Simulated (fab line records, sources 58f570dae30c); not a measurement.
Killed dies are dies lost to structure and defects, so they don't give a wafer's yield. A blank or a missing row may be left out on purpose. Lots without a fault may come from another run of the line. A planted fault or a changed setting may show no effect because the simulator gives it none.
Which tool did it? | flow berkeley_cmos170 | 7 lots, 21 wafers sampled, at 2 steps of a route of 331

WHAT THE GAUGES READ, wafer by wafer
UCB170_SILICIDE_RS_MEAS_02: measures by four-point-probe.
lot  | measured     | on            | SILICIDE_TI_RS (ohm/sq)
L100 | day 8 05:17  | film_metro-04 | 25.4 25.4 25.9
L997 | day 8 05:44  | film_metro-01 | 25.7 25.4 25.6
L103 | day 8 14:32  | film_metro-01 | 26.8 26.4 26.7
L105 | day 8 22:06  | film_metro-01 | 25.9 26.5 26.0
L108 | day 10 06:33 | film_metro-02 | 25.7 26.0 26.1
L116 | day 11 10:26 | film_metro-01 | 17.0 16.8 17.0
L118 | day 12 00:10 | film_metro-01 | 25.5 25.2 25.6

WHICH TOOL RAN EACH LOT (tool, then ch and the chambers of the sampled wafers, then the start)
lot  | UCB170_SILICIDE_SPUTTER_01
L100 | pvd_sputter-03, day 8 05:14
L997 | pvd_sputter-03, day 8 05:43
L103 | pvd_sputter-04, day 8 14:29
L105 | pvd_sputter-01, day 8 22:04
L108 | pvd_sputter-04, day 10 06:28
L116 | pvd_sputter-04, day 11 10:24
L118 | pvd_sputter-01, day 12 00:08
- UCB170_SILICIDE_SPUTTER_01: material Ti, target thk 30 nm, time 25 s.

THE ANSWER, worked out from the rows above alone
Rule: what is usual is taken from the lots themselves. Put in order of their means at a reading, lots are off if they are a third of the lots or fewer, leave a main group of 4 or more, and stand apart from it by a gap of 3 or more times the standard deviation of the main group's means; of several such gaps the widest counts. A main group whose means are all the same, to the digits that the tables above print for the reading, isn't used. A lot without any number at a reading at which 4 lots or more have one is off too. The other lots that the step has rows for count as sound.
Off: L116, at UCB170_SILICIDE_RS_MEAS_02 (SILICIDE_TI_RS). The main group: mean 25.9 ohm/sq, standard deviation 0.41.
A tool fits if, at a process step before that reading, it ran every lot that is off, and no sound lot after the first of them. The gauges at UCB170_SILICIDE_RS_MEAS_02 are tried like those tools. One fits: pvd_sputter-04 at UCB170_SILICIDE_SPUTTER_01. Its last sound lot is L108 (day 10 06:28), its first lot that is off L116 (day 11 10:24): a fault that began between those two fits.

WHAT THE SIMULATOR HAD PUT IN
Process parameter drift: pvd_sputter-04, from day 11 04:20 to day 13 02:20, at UCB170_SILICIDE_SPUTTER_01. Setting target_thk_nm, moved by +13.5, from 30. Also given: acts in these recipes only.
Lots struck among those shown: L116. The rule above found the same.
